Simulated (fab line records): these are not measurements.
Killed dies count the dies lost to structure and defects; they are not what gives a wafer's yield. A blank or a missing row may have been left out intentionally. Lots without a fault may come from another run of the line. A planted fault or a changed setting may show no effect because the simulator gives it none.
A struck lot beside a sound one + flow berkeley-cmos170 + 23 steps out of a route of 331
Sound: wafers L112.2, L112.4, L112.5. Struck: wafers L122.3, L122.4, L122.6. At the end, the cause is stated.
For every step that has rows: the tool of each side, followed by ch and its chambers, followed by its first start. Under that, the readings that differ: sound wafers + struck wafers + difference of the means + sigmas: that difference in standard deviations of wafers without a fault.
alike: same words and numbers on both sides, and readings whose means sit less than 2 such deviations apart. not compared: any withheld reading, any reading some wafer has no value for, any bound like >300 that may hide the same value, and any number with overlapping values for which the record gives no deviation.
A row with sigmas, a row that says differs or no value, or rows on one side alone: a step with any of these is where the two part. Non-overlapping numbers with no deviation appear without sigmas and do not part them. A reading that every wafer of one side lacks parts them only if that side has two wafers or more.

first, 4 steps without rows for these wafers: UCB170_PLDD_SOFTBAKE_02 (time 60 s); UCB170_PLDD_EXPOSE_03 (exposes mask PSELECT, target cd 1200 nm); UCB170_PLDD_PEB_04; UCB170_PLDD_DEVELOP_05 (develop time 45 s).
UCB170_PLDD_CD_MEAS_06: target cd 1200 nm.
  sound on cd-sem-01, day 8 11:12; struck on cd-sem-01, day 10 12:58
  alike: cd-nm
UCB170_PLDD_OVL_MEAS_07:
  sound on overlay-01, day 8 11:18; struck on overlay-01, day 10 13:04
| reading       | sound     | struck | difference | sigmas |
|---------------|-----------|--------|------------|--------|
| PLDD_OVL (nm) | -10 -7 -8 | 5 2 5  | +12        | +2     |
then, 2 steps without rows for these wafers: UCB170_PLDD_IMPLANT_08; UCB170_PLDD_IMPLANT_09.
UCB170_PLDD_STRIP_10: strips in O2.
  sound on plasma-asher-03 ch 0, day 8 11:38; struck on plasma-asher-02 ch 0,1, day 10 13:25
  alike: chamber-pressure-mTorr, drypump-motor-current-A, oes-product-au, strip-time-to-endpoint-s
  not compared: rf-hours-counter-h
UCB170_PLDD_TW_MEAS_11:
  sound on film-metro-02, day 8 11:44; struck on film-metro-02, day 10 13:30
  alike: PLDD_TW
then, 2 steps without rows for these wafers: UCB170_PLDD_CLEAN_12 (cleans in SPM, time 600 s); UCB170_NLDD_HMDS_00 (prime time 60 s).
UCB170_NLDD_COAT_01: resist thk 900 nm.
  sound on litho-track-04 ch 0, day 8 12:37; struck on litho-track-04 ch 0, day 10 14:05
| reading                               | sound           | struck            | difference | sigmas |
|---------------------------------------|-----------------|-------------------|------------|--------|
| model.KrF_of_NLDD_COAT_01.thk-nm (nm) | 899.8 901 902.8 | 858.5 857.8 856.6 | -43.6      |        |
then, 3 steps without rows for these wafers: UCB170_NLDD_SOFTBAKE_02 (time 60 s); UCB170_NLDD_EXPOSE_03 (exposes mask NSELECT, target cd 1200 nm); UCB170_NLDD_PEB_04.
UCB170_NLDD_DEVELOP_05: develop time 45 s.
  sound on litho-track-01 ch 0; struck on litho-track-01 ch 0
| reading                               | sound             | struck            | difference | sigmas |
|---------------------------------------|-------------------|-------------------|------------|--------|
| model.KrF_of_NLDD_COAT_01.thk-nm (nm) | 885.6 886.8 888.6 | 844.2 843.6 842.4 | -43.6      |        |
UCB170_NLDD_CD_MEAS_06: target cd 1200 nm.
  sound on cd-sem-01, day 8 13:49; struck on cd-sem-02, day 10 14:52
  alike: cd-nm
UCB170_NLDD_OVL_MEAS_07:
  sound on overlay-02, day 8 13:55; struck on overlay-01, day 10 14:57
  alike: NLDD_OVL
then, 2 steps without rows for these wafers: UCB170_NLDD_IMPLANT_08; UCB170_NLDD_IMPLANT_09.
UCB170_NLDD_STRIP_10: strips in O2.
  sound on plasma-asher-02 ch 0,1, day 8 14:14; struck on plasma-asher-03 ch 0,1, day 10 15:19
| reading                      | sound             | struck            | difference | sigmas |
|------------------------------|-------------------|-------------------|------------|--------|
| strip-time-to-endpoint-s (s) | 21.61 21.66 21.70 | 20.63 20.62 20.58 | -1.05      | -17    |
  alike: chamber-pressure-mTorr, drypump-motor-current-A, oes-product-au
  not compared: rf-hours-counter-h
UCB170_NLDD_TW_MEAS_11:
  sound on film-metro-02, day 8 14:21; struck on film-metro-03, day 10 15:24
  alike: NLDD_TW

== WHERE THEY PART ==
Earliest at UCB170_PLDD_OVL_MEAS_07; latest, in this record, at UCB170_NLDD_STRIP_10. Later steps at which nothing parts them and some readings are alike: UCB170_NLDD_TW_MEAS_11.

WHY: what the simulator had put in
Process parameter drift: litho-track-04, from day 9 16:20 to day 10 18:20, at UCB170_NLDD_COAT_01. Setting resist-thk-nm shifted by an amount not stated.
